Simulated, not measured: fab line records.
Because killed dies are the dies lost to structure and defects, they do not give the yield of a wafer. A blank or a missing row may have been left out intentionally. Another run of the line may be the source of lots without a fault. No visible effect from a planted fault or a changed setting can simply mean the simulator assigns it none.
Code-filled problem report in 8D (eight disciplines) form    flow berkeley-cmos170    the parts of the form that need people (team, actions taken, sign-off) are left out

## 1. THE PROBLEM
Mean PLDD_TW at UCB170_PLDD_TW_MEAS_11: 980 over 6 wafers in 2 lots; fault-free wafers: 1018, standard deviation 7.4. That puts it -5.1 standard deviations away from the usual mean.
Seen first at day 9 07:31 on film-metro-02, wafer L516.1. The record holds 42 wafers of 14 lots with a number at this step. The rule behind "out" and "out of limits": a value lying over 4 standard deviations away from the usual mean. The rest of the wafers with a number are treated as sound.

## 2. WHAT IT IS AND WHAT IT IS NOT
question                     is                            is not
which readings at this step  PLDD_TW                       -
which lots                   L515, L516                    L508, L510, L513, L514, L517, L520, L522, L524, L525, L526, L527, L531
which wafers of those lots   all that have a number        -
read on which gauges         film-metro-02, film-metro-03  film-metro-01
when                         from day 9 07:31              up to then (12 sound wafers); but 24 sound wafers of L517, L520, L522, L524, L525, L526, L527, L531 came after

## 3. WHAT RULES OUT EACH SUSPECT
Counting: a tool at a process step up to the reading stays a suspect if it ran every lot that is out and no sound lot after the first of them.
- the gauge at UCB170_PLDD_TW_MEAS_11 is ruled out. 2 gauges (film-metro-02, film-metro-03) read the wafers that are out.
- implanter-01 at UCB170_PLDD_IMPLANT_09: kept. It ran every lot that is out, first L516 (day 9 07:16), and no sound lot after that; its last sound lot up to then is L514 (day 8 07:42). Its own readings are out on those wafers: dose-ions-cm2, faraday-current-uA.
Remaining after the count: implanter-01 at UCB170_PLDD_IMPLANT_09.

## 4. THE CAUSE (what the simulator had put in)
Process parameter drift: implanter-01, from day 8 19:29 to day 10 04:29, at UCB170_PLDD_IMPLANT_09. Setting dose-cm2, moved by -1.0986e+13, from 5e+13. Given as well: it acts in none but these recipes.
This tool alone remained once counting was done.

## 5. THE EFFECT CHAIN, in route order
Rows list readings where the struck wafers' mean (over those with a number) sits beyond 3 standard deviations from the usual. Only readings for which the record gives a usual standard deviation are gone through. hours: the time from each lot's start at the first step in this table that gives one to its start at this step, as a median over the lots. sigmas: the change in usual standard deviations.
hours  step                        reading             usual          on struck wafers  change  sigmas
0      UCB170_PLDD_IMPLANT_09      dose-ions-cm2       5e+13          4e+13             -1e+13  -99 or more
0      UCB170_PLDD_IMPLANT_09      faraday-current-uA  159            123               -36     -11
0      UCB170_PLDD_TW_MEAS_11      PLDD_TW             1018           980               -38     -5.1
13     UCB170_SDANNEAL_RS_MEAS_04  PLDD_RS             1031.7 ohm/sq  1133.4            +101.7  +35
The process steps in it:
- UCB170_PLDD_IMPLANT_09
At these later measuring or inspecting steps, every struck wafer for which the step has a row has a number for every such reading, and none has moved that far: UCB170_NLDD_CD_MEAS_06.

## 6. WHAT WOULD HAVE CAUGHT IT SOONER
Counted from the fault's start at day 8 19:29, it took 12 hours until the first out-of-limits reading at a measuring or inspecting step in this record, taken at day 9 07:31.
Tool's own readings at UCB170_PLDD_IMPLANT_09, dose-ions-cm2, faraday-current-uA: out on all struck wafers the step has rows for; an alarm limit on them would have tripped on the first.
Of the lots that are out (2), L515 began UCB170_PLDD_IMPLANT_09 on implanter-01 after day 9 07:31. A tool hold placed at that time would have kept it from harm.
